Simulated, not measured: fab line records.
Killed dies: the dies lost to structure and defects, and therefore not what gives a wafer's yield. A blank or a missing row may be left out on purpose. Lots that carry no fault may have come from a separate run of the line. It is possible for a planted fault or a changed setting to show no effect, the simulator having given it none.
Which tool did it?    flow ritCmos    at 1 step of a route of 202, 14 lots with 42 wafers sampled

## WHAT EACH GAUGE READ, for each wafer
The record lacks any reading of a measuring or inspecting step that a usual standard deviation could be used to judge.

## WHAT TOOL EACH LOT RAN ON (gives the tool, then ch and the chambers of the sampled wafers, and finally the start)
lot   RIT_SPACER_ETCHBACK_05
L245  rieDiel-04 ch 0,1,2, day 3 06:29
L246  rieDiel-03 ch 0,2, day 3 12:31
L247  rieDiel-04 ch 0,2,3, day 3 18:27
L248  rieDiel-04 ch 1,2, day 3 23:41
L249  rieDiel-04 ch 1,2,3, day 4 09:35
L250  rieDiel-01 ch 0,2,3, day 4 14:50
L258  rieDiel-01 ch 0,2, day 6 01:05
L259  rieDiel-04 ch 0,2,3, day 6 02:33
L260  rieDiel-04 ch 0,2, day 6 07:23
L261  rieDiel-01 ch 1,2,3, day 6 11:11
L263  rieDiel-01 ch 0,2,3, day 7 01:40
L264  rieDiel-03 ch 0,1,3, day 7 03:10
L267  rieDiel-03 ch 0,2,3, day 7 18:52
L268  rieDiel-01 ch 0,3, day 8 00:30
- RIT_SPACER_ETCHBACK_05: etches Si3N4 in SF6/CHF3, stops on SiO2, target depth 250 nm, time 240 s.

## WHAT THE TOOLS THEMSELVES READ (means of the sampled wafers that have a number; where no wafer has one, the mark that the record gives instead)
RIT_SPACER_ETCHBACK_05.
lot   tool        drypumpMotorCurrentA (A)  oesProductAu (a.u.)  rfFwdPowerW (W)  throttleValvePct (%)
L245  rieDiel-04  5.5                       0.846                249.5            10.15
L246  rieDiel-03  5.9                       0.849                248.7            10.24
L247  rieDiel-04  5.7                       0.846                249.0            10.18
L248  rieDiel-04  5.5                       0.855                249.4            10.18
L249  rieDiel-04  5.6                       0.848                249.2            10.09
L250  rieDiel-01  5.5                       0.876                249.6            10.27
L258  rieDiel-01  5.5                       0.847                248.6            10.23
L259  rieDiel-04  5.7                       0.836                374.6            10.17
L260  rieDiel-04  5.6                       0.827                374.3            10.23
L261  rieDiel-01  5.3                       0.862                249.8            10.29
L263  rieDiel-01  5.6                       0.869                248.5            10.27
L264  rieDiel-03  5.5                       0.841                249.2            10.26
L267  rieDiel-03  5.6                       0.836                249.4            10.27
L268  rieDiel-01  5.9                       0.849                250.1            10.30

## THE ANSWER, worked out from the rows above alone
Rule: what is usual is taken from the lots themselves. The widest of any qualifying gaps counts: lots, ordered by their means at a reading, are off when they make up no more than a third of the lots, leave a main group of 4 or more, and stand apart from it by 3 or more times the standard deviation of that group's means. The tables above print the reading to a certain number of digits; a main group whose means all agree to those digits is not used. A lot without any number at a reading at which 4 lots or more have one is off too. Any other lot the step has rows for is counted as sound. First the gauges in route order, then the tools' own readings, where a lot's mean is used as printed above. The first step at which some lot is off is used, and at that step the reading that is off furthest; a lot without a number counts as furthest.
Off at RIT_SPACER_ETCHBACK_05 (rfFwdPowerW): L259, L260. For the main group the mean is 249.2 W and the standard deviation 0.47.
A tool fits if, at that step or a process step before it, it ran every lot that is off, and no sound lot after the first of them. One fits: RIT_SPACER_ETCHBACK_05 on rieDiel-04. Its last sound lot is L249 (day 4 09:35), its first lot that is off L259 (day 6 02:33): a fault that began between those two fits.
The tool's own readings at RIT_SPACER_ETCHBACK_05 bear it out: on the lots that are off they differ by more than 5 times the standard deviation of the sound lots' means. rfFwdPowerW reads 374.5 W there against 249.2 W on the sound lots.

## WHAT THE SIMULATOR PUT IN
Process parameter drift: rieDiel-04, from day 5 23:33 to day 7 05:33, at RIT_SPACER_ETCHBACK_05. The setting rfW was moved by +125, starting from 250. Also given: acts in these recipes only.
Lots struck among those shown: L259, L260. Same finding as the rule above.
